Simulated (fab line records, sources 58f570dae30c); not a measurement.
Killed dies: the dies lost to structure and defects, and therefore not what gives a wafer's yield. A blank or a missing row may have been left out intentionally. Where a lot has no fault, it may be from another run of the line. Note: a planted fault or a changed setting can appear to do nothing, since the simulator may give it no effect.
Split-lot study || flow berkeley_cmos170 || 5 lots, 23 wafers read, on a route of 331 steps

THE SPLIT
At UCB170_V2_EXPOSE_09 (exposes mask VIA2, target cd 700 nm), the setting dose_mj was moved away from the recipe's 37 on 7 of the 23 wafers read, by -5.1% to +2.2%. All remaining wafers had this setting at the recipe value.

FROM THE SPLIT TO THE READING: what the file shows between them, 5 steps
- UCB170_V2_PEB_10
- UCB170_V2_DEVELOP_11: develop time 45 s
- UCB170_V2_CD_MEAS_12: target cd 700 nm
- UCB170_V2_ETCH_14: etches SiO2 in CHF3/CF4/Ar, stops on Al, target depth 1250 nm, time 291 s
- UCB170_V2_STRIP_15: strips in O2

THE READING
At UCB170_V2_CD_MEAS_90: cd_nm in nanometres, against a target cd of 700 nm. On this fab line, fault-free wafers typically give 700.1 nm with a standard deviation of 1.5 nm.

{"wafer": "L074.2", "tool, chamber at the split": "krf_scanner-02, 0", "dose_mj as run": 37, "against the recipe": "recipe", "cd_nm, nm": 702.1, "against lot-mates on the recipe": "-"}
{"wafer": "L074.4", "tool, chamber at the split": "krf_scanner-02, 0", "dose_mj as run": 37, "against the recipe": "recipe", "cd_nm, nm": 700.8, "against lot-mates on the recipe": "-"}
{"wafer": "L074.6", "tool, chamber at the split": "krf_scanner-02, 0", "dose_mj as run": 37, "against the recipe": "recipe", "cd_nm, nm": 700.1, "against lot-mates on the recipe": "-"}
{"wafer": "L079.1", "tool, chamber at the split": "krf_scanner-02, 0", "dose_mj as run": 37, "against the recipe": "recipe", "cd_nm, nm": 699.4, "against lot-mates on the recipe": "-"}
{"wafer": "L079.3", "tool, chamber at the split": "krf_scanner-02, 0", "dose_mj as run": 37, "against the recipe": "recipe", "cd_nm, nm": 699.1, "against lot-mates on the recipe": "-"}
{"wafer": "L079.4", "tool, chamber at the split": "krf_scanner-02, 0", "dose_mj as run": 35.12, "against the recipe": "-5.1%", "cd_nm, nm": 690.9, "against lot-mates on the recipe": -8.2}
{"wafer": "L079.5", "tool, chamber at the split": "krf_scanner-02, 0", "dose_mj as run": 35.12, "against the recipe": "-5.1%", "cd_nm, nm": 690.5, "against lot-mates on the recipe": -8.6}
{"wafer": "L079.6", "tool, chamber at the split": "krf_scanner-02, 0", "dose_mj as run": 37, "against the recipe": "recipe", "cd_nm, nm": 698.9, "against lot-mates on the recipe": "-"}
{"wafer": "L078.1", "tool, chamber at the split": "krf_scanner-02, 0", "dose_mj as run": 37.83, "against the recipe": "+2.2%", "cd_nm, nm": 705.6, "against lot-mates on the recipe": "+3.5"}
{"wafer": "L078.2", "tool, chamber at the split": "krf_scanner-02, 0", "dose_mj as run": 37, "against the recipe": "recipe", "cd_nm, nm": 702.0, "against lot-mates on the recipe": "-"}
{"wafer": "L078.3", "tool, chamber at the split": "krf_scanner-02, 0", "dose_mj as run": 37, "against the recipe": "recipe", "cd_nm, nm": 702.3, "against lot-mates on the recipe": "-"}
{"wafer": "L078.5", "tool, chamber at the split": "krf_scanner-02, 0", "dose_mj as run": 37, "against the recipe": "recipe", "cd_nm, nm": 702.0, "against lot-mates on the recipe": "-"}
{"wafer": "L078.6", "tool, chamber at the split": "krf_scanner-02, 0", "dose_mj as run": 37.83, "against the recipe": "+2.2%", "cd_nm, nm": 706.7, "against lot-mates on the recipe": "+4.6"}
{"wafer": "L084.1", "tool, chamber at the split": "krf_scanner-02, 0", "dose_mj as run": 37, "against the recipe": "recipe", "cd_nm, nm": 699.8, "against lot-mates on the recipe": "-"}
{"wafer": "L084.3", "tool, chamber at the split": "krf_scanner-02, 0", "dose_mj as run": 35.72, "against the recipe": "-3.5%", "cd_nm, nm": 692.9, "against lot-mates on the recipe": -6.3}
{"wafer": "L084.4", "tool, chamber at the split": "krf_scanner-02, 0", "dose_mj as run": 35.72, "against the recipe": "-3.5%", "cd_nm, nm": 693.8, "against lot-mates on the recipe": -5.4}
{"wafer": "L084.5", "tool, chamber at the split": "krf_scanner-02, 0", "dose_mj as run": 35.72, "against the recipe": "-3.5%", "cd_nm, nm": 693.1, "against lot-mates on the recipe": -6.1}
{"wafer": "L084.6", "tool, chamber at the split": "krf_scanner-02, 0", "dose_mj as run": 37, "against the recipe": "recipe", "cd_nm, nm": 698.6, "against lot-mates on the recipe": "-"}
{"wafer": "L085.1", "tool, chamber at the split": "krf_scanner-02, 0", "dose_mj as run": 37, "against the recipe": "recipe", "cd_nm, nm": 701.0, "against lot-mates on the recipe": "-"}
{"wafer": "L085.2", "tool, chamber at the split": "krf_scanner-02, 0", "dose_mj as run": 37, "against the recipe": "recipe", "cd_nm, nm": 699.6, "against lot-mates on the recipe": "-"}
{"wafer": "L085.3", "tool, chamber at the split": "krf_scanner-02, 0", "dose_mj as run": 37, "against the recipe": "recipe", "cd_nm, nm": 700.2, "against lot-mates on the recipe": "-"}
{"wafer": "L085.4", "tool, chamber at the split": "krf_scanner-02, 0", "dose_mj as run": 37, "against the recipe": "recipe", "cd_nm, nm": 699.4, "against lot-mates on the recipe": "-"}
{"wafer": "L085.6", "tool, chamber at the split": "krf_scanner-02, 0", "dose_mj as run": 37, "against the recipe": "recipe", "cd_nm, nm": 701.9, "against lot-mates on the recipe": "-"}

FIT RESULTS
A straight line over all 23 wafers: cd_nm changes by +2.07 nm for each +1% of dose_mj; r = +0.96; the points scatter about the line by 1.2 nm.
The same after taking each lot's own level away (the mean of its wafers on the recipe; 23 wafers): +1.7 nm for each +1%; r = +0.98; scatter 0.64 nm.
Per that fit: largest dose_mj move, reading shift of 8.6 nm.
Measured against the standard deviation above, the lots' own levels, which go from 699.13 to 702.10 nm, span 2.0 times it.
Hence the slope depends on the lot-to-lot level, as the two fits are not the same.
Check: for one of the wafers moved furthest among these (-5.1%), held out of the fit, the line's prediction against its lot-mates is -8.74 nm. It came out at -8.23 nm against them.

ADDITIONAL SPLITS CARRIED BY THESE WAFERS
Note: prior to the reading, these wafers also went through further splits. Each is held against what the fit with the lots' levels taken away leaves over:
{"other split on the same wafers": "UCB170_SDANNEAL_RTA_01 time_s", "wafers away from the commonest value": 6, "r with cd_nm (lot level and that fit taken away)": -0.10}
{"other split on the same wafers": "UCB170_CONTACT_EXPOSE_12 dose_mj", "wafers away from the commonest value": 10, "r with cd_nm (lot level and that fit taken away)": -0.07}
{"other split on the same wafers": "UCB170_CONTACT_ETCH_17 bias_w", "wafers away from the commonest value": 6, "r with cd_nm (lot level and that fit taken away)": "+0.03"}

THE WHOLE CHAIN: every reading that the file lists as answering this split, in the file's order
{"step": "UCB170_V2_CD_MEAS_12", "what it does": "target cd 700 nm", "reading": "cd_nm", "change (the file's fit)": "+1.77 nm for each +1% of the setting", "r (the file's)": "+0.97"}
{"step": "UCB170_V2_ETCH_14", "what it does": "etches SiO2 in CHF3/CF4/Ar, stops on Al, target depth 1250 nm, time 291 s", "reading": "V2.cd_nm (the simulator's own value, which no gauge read)", "change (the file's fit)": "+1.72 nm for each +1% of the setting", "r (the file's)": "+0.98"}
{"step": "UCB170_V2_CD_MEAS_90", "what it does": "target cd 700 nm", "reading": "cd_nm", "change (the file's fit)": "+1.69 nm for each +1% of the setting", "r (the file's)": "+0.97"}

FILE'S OWN FIT
cd_nm changes by +1.69 nm for each +1% of dose_mj, r = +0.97.
